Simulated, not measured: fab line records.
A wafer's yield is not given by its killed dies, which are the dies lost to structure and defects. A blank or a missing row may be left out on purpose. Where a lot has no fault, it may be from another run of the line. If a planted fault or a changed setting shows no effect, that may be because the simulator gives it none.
Which tool was responsible? -- flow berkeleyCmos170 -- 7 lots with 21 wafers sampled at 3 steps, on a route of 331 steps

WHAT THE GAUGES SHOWED, per wafer
UCB170_GATE_CD_MEAS_12: target cd 350 nm.
lot,measured,on,cdNm (nm)
L883,day 7 06:52,cdSem-02,348.1 347.9 347.4
L880,day 7 06:56,cdSem-01,348.2 349.4 349.1
L885,day 8 04:43,cdSem-02,349.4 349.8 350.1
L888,day 8 16:00,cdSem-01,348.6 348.7 350.0
L893,day 10 02:07,cdSem-01,311.4 311.5 310.1 311.5 311.2 310.2
L899,day 10 22:03,cdSem-01,351.1 351.4 351.5
L902,day 11 23:16,cdSem-01,347.2 348.8 348.2

WHAT TOOL EACH LOT RAN ON (gives the tool, then ch and the chambers of the sampled wafers, and finally the start)
lot,UCB170_NVT_STRIP_08,UCB170_GATE_PEB_10
L883,"plasmaAsher-02 ch 0,1, day 6 15:01","lithoTrack-02 ch 0, day 7 06:35"
L880,"plasmaAsher-03 ch 0,1, day 6 15:17","lithoTrack-03 ch 0, day 7 06:40"
L885,"plasmaAsher-02 ch 0,1, day 7 13:59","lithoTrack-03 ch 0, day 8 04:25"
L888,"plasmaAsher-01 ch 0,1, day 7 21:07","lithoTrack-04 ch 0, day 8 15:44"
L893,"plasmaAsher-03 ch 1, day 9 10:17","lithoTrack-04 ch 0, day 10 01:50"
L899,"plasmaAsher-01 ch 0,1, day 10 04:49","lithoTrack-03 ch 0, day 10 21:46"
L902,"plasmaAsher-01 ch 0,1, day 11 06:05","lithoTrack-02 ch 0, day 11 22:59"
- UCB170_NVT_STRIP_08: strips in O2.
- UCB170_GATE_PEB_10

THE ANSWER, worked out from the rows above alone
Rule: what is usual is taken from the lots themselves. Put in order of their means at a reading, lots are off if they are a third of the lots or fewer, leave a main group of 4 or more, and stand apart from it by a gap of 3 or more times the standard deviation of the main group's means; of several such gaps the widest counts. A main group whose means are all the same, to the digits that the tables above print for the reading, isn't used. A lot without any number at a reading at which 4 lots or more have one is off too. The other lots that the step has rows for count as sound.
Off: L893 (UCB170_GATE_CD_MEAS_12, cdNm). The main group: mean 349.2 nm, standard deviation 1.2.
If a tool, at a process step before that reading, ran all the lots that are off and no sound lot after the first of them, it fits. Those tools and the gauges at UCB170_GATE_CD_MEAS_12 are tried in the same way. Undecided on this evidence; 2 tools fit (plasmaAsher-03 at UCB170_NVT_STRIP_08, lithoTrack-04 at UCB170_GATE_PEB_10).

WHAT HAD BEEN PUT IN BY THE SIMULATOR
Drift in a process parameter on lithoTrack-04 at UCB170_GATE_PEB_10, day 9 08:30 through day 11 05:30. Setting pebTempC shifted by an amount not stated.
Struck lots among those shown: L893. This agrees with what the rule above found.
